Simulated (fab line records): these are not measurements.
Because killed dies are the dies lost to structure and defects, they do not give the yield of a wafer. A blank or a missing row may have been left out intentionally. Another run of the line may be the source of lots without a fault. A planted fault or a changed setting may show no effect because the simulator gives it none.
Problem report, 8D (eight disciplines) form, completed by code + flow berkeley_cmos170 + the parts of the form that need people (team, actions taken, sign-off) are left out

== 1. THE ISSUE ==
GATE_POLY_THK at UCB170_GATE_THK_MEAS_05 reads a mean of 128.8 nm on 12 wafers of 4 lots; wafers without a fault read 214.5 nm with a standard deviation of 2.1. Relative to the usual mean, that is a shift of -41 standard deviations.
Earliest sighting: wafer L549.2 on film_metro-03 at day 8 13:20. The record has a number at this step for 48 wafers belonging to 16 lots. Rule for "out", or "out of limits": more than 4 standard deviations from the usual mean. The rest of the wafers with a number are treated as sound.

== 2. WHAT IT IS; WHAT IT IS NOT ==
| question                    | is                           | is not                                                                                 |
|-----------------------------|------------------------------|----------------------------------------------------------------------------------------|
| which readings at this step | GATE_POLY_THK                | -                                                                                      |
| which lots                  | L549, L551, L552, L553       | L540, L541, L542, L543, L545, L547, L548, L550, L557, L560, L561, L562                 |
| which wafers of those lots  | all that have a number       | -                                                                                      |
| read on which gauges        | film_metro-02, film_metro-03 | film_metro-01                                                                          |
| when                        | from day 8 13:20             | up to then (24 sound wafers); but 12 sound wafers of L557, L560, L561, L562 came after |

== 3. THE SUSPECTS, EACH WITH WHAT RULES IT OUT ==
Counting: a tool at a process step up to the reading stays a suspect if it ran every lot that is out and no sound lot after the first of them.
- ruled out: the gauge at UCB170_GATE_THK_MEAS_05. 2 gauges (film_metro-02, film_metro-03) read the wafers that are out.
- lpcvd-01 at UCB170_GATE_CVD_04 (deposits poly-Si from SiH4, time 1440 s, target thk 214 nm): kept. All lots that are out passed through it, beginning with L549 at day 8 11:55, and no sound lot followed; its final sound lot before that point was L548 at day 8 03:40. On those wafers its own readings are out: spike_tc_centre_C, spike_tc_load_C, spike_tc_source_C, susceptor_temp_C.
Left after counting: lpcvd-01 at UCB170_GATE_CVD_04.

== 4. THE CAUSE (what the simulator had put in) ==
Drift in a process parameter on lpcvd-01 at UCB170_GATE_CVD_04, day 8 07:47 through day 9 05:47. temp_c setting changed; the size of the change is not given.
Counting left only this tool.

== 5. SEQUENCE OF EFFECTS, ordered by route ==
One row per reading whose mean, taken over the struck wafers that have a number, lies over 3 standard deviations from the usual. Readings are gone through only where the record gives a usual standard deviation; hours: the median, over the lots, of the time from a lot's start at the first step in this table giving one to that lot's start at this step; sigmas: the change measured in usual standard deviations.
| hours | step                    | reading           | usual      | on struck wafers | change | sigmas |
|-------|-------------------------|-------------------|------------|------------------|--------|--------|
| 0     | UCB170_GATE_CVD_04      | spike_tc_centre_C | 612.5 C    | 591.3            | -21.2  | -18    |
| 0     | UCB170_GATE_CVD_04      | spike_tc_load_C   | 629.8 C    | 609.3            | -20.5  | -9.8   |
| 0     | UCB170_GATE_CVD_04      | spike_tc_source_C | 631.0 C    | 610.9            | -20.1  | -8.0   |
| 0     | UCB170_GATE_CVD_04      | susceptor_temp_C  | 610.00 C   | 589.22           | -20.78 | -74    |
| 1     | UCB170_GATE_THK_MEAS_05 | GATE_POLY_THK     | 214.5 nm   | 128.8            | -85.7  | -41    |
| 3     | UCB170_GATE_ETCH_15     | oes_product_au    | 0.832 a.u. | 0.609            | -0.223 | -16    |
The process steps in it:
- UCB170_GATE_CVD_04: deposits poly-Si from SiH4, time 1440 s, target thk 214 nm.
- UCB170_GATE_ETCH_15: etches poly-Si in HBr/Cl2, stops on SiO2, time 56.3 s, target depth 278.2 nm.
At these later measuring or inspecting steps, every struck wafer for which the step has a row has a number for every such reading, and none has moved that far: UCB170_SDANNEAL_RS_MEAS_03, UCB170_V2_BOW_MEAS_03, UCB170_M3_CD_MEAS_90.

== 6. WHAT WOULD HAVE CAUGHT IT SOONER ==
In this record the first reading out of limits at a measuring or inspecting step was taken at day 8 13:20, 6 hours after the fault began at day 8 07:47.
Tool's own readings at UCB170_GATE_CVD_04, spike_tc_centre_C, spike_tc_load_C, spike_tc_source_C, susceptor_temp_C: out on all struck wafers the step has rows for; an alarm limit on them would have tripped on the first.
Among the 4 lots that are out, L551, L552, L553 began UCB170_GATE_CVD_04 on lpcvd-01 after day 8 13:20. A hold on the tool at that time would have spared those 3.
